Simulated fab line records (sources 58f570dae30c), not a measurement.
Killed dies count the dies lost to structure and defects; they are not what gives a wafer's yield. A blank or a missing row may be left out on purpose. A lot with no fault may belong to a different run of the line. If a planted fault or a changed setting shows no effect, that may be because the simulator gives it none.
Problem report, 8D (eight disciplines) form, completed by code -- flow berkeleyCmos170 -- the parts of the form that need people (team, actions taken, sign-off) are left out

## 1. THE ISSUE
Wafers without a fault read 2999.6 rpm, standard deviation 2.2; spinSpeedRpm at UCB170_CONTACT_COAT_09 reads a mean of 2788.1 rpm on 6 wafers belonging to 2 lots. Relative to the usual mean, that is a shift of -96 standard deviations.
The first sign was on wafer L789.2 at day 10 07:55, on lithoTrack-04. The record holds 42 wafers of 14 lots with a number at this step. The rule behind "out" and "out of limits": a value lying over 4 standard deviations away from the usual mean. All remaining wafers that have a number are taken as sound.

## 2. WHAT IT IS AND WHAT IT IS NOT
question,is,is not
which readings at this step,spinSpeedRpm,-
which lots,"L789, L791","L771, L772, L773, L774, L775, L777, L778, L781, L782, L786, L790, L792"
which wafers of those lots,all that have a number,-
read on which tools,lithoTrack-04,"lithoTrack-01, lithoTrack-03"
when,from day 10 07:55,"up to then (30 sound wafers); but 6 sound wafers of L790, L792 came after"

## 3. THE SUSPECTS, EACH WITH WHAT RULES IT OUT
Counting: a tool stays on the suspect list if, at a process step up to the reading, it processed all lots that are out and no sound lot following the first of them.
- lithoTrack-04 at UCB170_CONTACT_COAT_09: kept. Every lot that is out went through it, starting with L789 (day 10 07:55), and after that it ran no sound lot; the last sound lot it ran before then is L782 (day 8 17:09). Its own readings are out on those wafers: spinSpeedRpm.
Left after counting: lithoTrack-04 at UCB170_CONTACT_COAT_09.

## 4. THE CAUSE (what the simulator had put in)
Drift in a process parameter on lithoTrack-04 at UCB170_CONTACT_COAT_09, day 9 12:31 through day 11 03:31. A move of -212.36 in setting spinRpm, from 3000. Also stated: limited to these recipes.
The count eliminated every tool but this one.

## 5. THE CHAIN OF EFFECTS, in route order
One row per reading whose mean, taken over the struck wafers that have a number, lies over 3 standard deviations from the usual. Only readings whose record carries a usual standard deviation are examined. hours: median over the lots of the time between each lot's start at the first step of this table that gives one and its start at this step. sigmas: the change, counted in usual standard deviations.
hours,step,reading,usual,on struck wafers,change,sigmas
0,UCB170_CONTACT_COAT_09,spinSpeedRpm,2999.6 rpm,2788.1,-211.5,-96
Its process steps:
- UCB170_CONTACT_COAT_09

## 6. HOW IT WOULD HAVE BEEN CAUGHT EARLIER
First out-of-limits reading in this record: day 10 07:55, which is 19 hours after fault onset at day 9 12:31.
